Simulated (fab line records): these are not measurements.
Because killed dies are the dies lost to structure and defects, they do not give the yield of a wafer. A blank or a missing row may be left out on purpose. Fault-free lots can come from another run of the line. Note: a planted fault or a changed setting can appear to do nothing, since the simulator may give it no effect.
Which of the tools did it? -- flow ritCmos -- 42 wafers from 14 lots sampled at 4 of the route's 202 steps

## WHAT THE GAUGES SHOWED, per wafer
RIT_ACTIVE_CD_MEAS_11 targets a cd of 1400 nm.
lot,measured,on,cdNm (nm)
L869,day 1 14:44,cdSem-02,1397.5 1396.8 1396.6
L870,day 1 19:31,cdSem-01,1402.0 1401.2 1401.0
L871,day 2 00:55,cdSem-02,1401.1 1399.8 1401.1
L872,day 2 08:37,cdSem-01,1400.4 1399.4 1400.9
L873,day 2 16:34,cdSem-01,1398.7 1398.0 1397.9
L874,day 2 16:53,cdSem-01,1402.0 1400.4 1402.1
L875,day 2 20:34,cdSem-01,1394.7 1395.1 1394.7
L880,day 3 21:36,cdSem-01,1399.1 1400.1 1400.7
L881,day 4 02:28,cdSem-02,1398.9 1397.7 1399.8
L882,day 4 07:55,cdSem-01,1399.8 1399.4 1400.9
L885,day 4 22:34,cdSem-02,1404.6 1399.6 1401.4
L887,day 5 09:07,cdSem-02,1405.3 1405.3 1403.9
L889,day 5 18:34,cdSem-01,1400.3 1402.5 1401.0
L890,day 5 23:34,cdSem-01,1399.2 1395.1 1397.8

RIT_ACTIVE_CD_MEAS_90 targets a cd of 1400 nm.
lot,measured,on,cdNm (nm)
L869,day 1 15:19,cdSem-01,1398.0 1396.7 1397.1
L870,day 1 20:06,cdSem-02,1402.0 1401.2 1401.3
L871,day 2 01:30,cdSem-02,1400.4 1399.9 1400.7
L872,day 2 09:12,cdSem-02,1400.2 1399.6 1400.9
L873,day 2 17:11,cdSem-01,1398.7 1397.8 1397.9
L874,day 2 17:28,cdSem-02,1401.7 1399.9 1402.3
L875,day 2 21:08,cdSem-02,1395.1 1395.3 1394.4
L880,day 3 22:20,cdSem-02,1399.5 1400.2 1400.4
L881,day 4 03:02,cdSem-01,1399.0 1397.7 1400.3
L882,day 4 08:29,cdSem-02,1399.5 1399.8 1400.4
L885,day 4 23:08,cdSem-01,1404.1 1399.6 1401.3
L887,day 5 09:41,cdSem-02,1405.3 1404.8 1403.7
L889,day 5 19:13,cdSem-01,1400.5 1402.1 1400.7
L890,day 6 00:08,cdSem-02,1399.8 1394.5 1398.6

RIT_FOX1_THK_MEAS_01.
lot,measured,on,FOX1_OXIDE_THK (nm)
L869,day 1 17:45,filmMetro-04,348 352 345
L870,day 1 23:44,filmMetro-04,355 355 357
L871,day 2 05:40,filmMetro-03,346 347 342
L872,day 2 11:36,filmMetro-03,352 354 353
L873,day 2 19:56,filmMetro-04,341 347 342
L874,day 2 19:57,filmMetro-01,340 348 346
L875,day 3 02:56,filmMetro-01,345 347 348
L880,day 4 00:18,filmMetro-04,338 343 344
L881,day 4 06:17,filmMetro-03,347 342 339
L882,day 4 10:53,filmMetro-03,385 385 383
L885,day 5 02:02,filmMetro-04,332 340 343
L887,day 5 11:37,filmMetro-03,396 393 388
L889,day 5 21:47,filmMetro-01,357 356 351
L890,day 6 01:56,filmMetro-04,352 346 346

## WHICH TOOL RAN EACH LOT (tool, then ch and the chambers of the sampled wafers, then the start)
lot,RIT_FOX1_OXIDATION_00
L869,"furnace-01 ch 0, day 1 16:26"
L870,"furnace-01 ch 0, day 1 22:25"
L871,"furnace-01 ch 0, day 2 04:21"
L872,"furnace-04 ch 0, day 2 10:16"
L873,"furnace-02 ch 0, day 2 18:37"
L874,"furnace-02 ch 0, day 2 18:37"
L875,"furnace-01 ch 0, day 3 01:38"
L880,"furnace-01 ch 0, day 3 22:58"
L881,"furnace-04 ch 0, day 4 04:58"
L882,"furnace-01 ch 0, day 4 09:35"
L885,"furnace-02 ch 0, day 5 00:43"
L887,"furnace-01 ch 0, day 5 10:18"
L889,"furnace-04 ch 0, day 5 20:28"
L890,"furnace-02 ch 0, day 6 00:38"
- RIT_FOX1_OXIDATION_00: target thk 350.7 nm, ox time 1130 s.

## AS READ BY THE TOOLS THEMSELVES (means over the sampled wafers that have a number; for cases with no such wafer, the mark the record gives instead)
The record holds no such reading with a usual standard deviation.

## THE ANSWER, worked out from the rows above alone
Rule: what is usual is taken from the lots themselves. Put in order of their means at a reading, lots are off if they are a third of the lots or fewer, leave a main group of 4 or more, and stand apart from it by a gap of 3 or more times the standard deviation of the main group's means; of several such gaps the widest counts. Not used: any main group whose means are identical at the precision the tables above print for the reading. A lot without any number at a reading at which 4 lots or more have one is off too. Any other lot the step has rows for is counted as sound. Order of review: gauges by route order, followed by the tools' own readings, for which a lot's mean as printed above is used. The first step at which some lot is off is used, and at that step the reading that is off furthest; a lot without a number counts as furthest.
Off: L882, L887, at RIT_FOX1_THK_MEAS_01 (FOX1_OXIDE_THK). For the main group the mean is 347 nm and the standard deviation 5.1.
If a tool, at a process step before that reading, ran all the lots that are off and no sound lot after the first of them, it fits. Gauges at RIT_FOX1_THK_MEAS_01: tried the same way as those tools. This does not decide it: 2 tools fit, namely furnace-01 at RIT_FOX1_OXIDATION_00 and filmMetro-03 at RIT_FOX1_THK_MEAS_01.

## WHAT THE SIMULATOR HAD PUT IN
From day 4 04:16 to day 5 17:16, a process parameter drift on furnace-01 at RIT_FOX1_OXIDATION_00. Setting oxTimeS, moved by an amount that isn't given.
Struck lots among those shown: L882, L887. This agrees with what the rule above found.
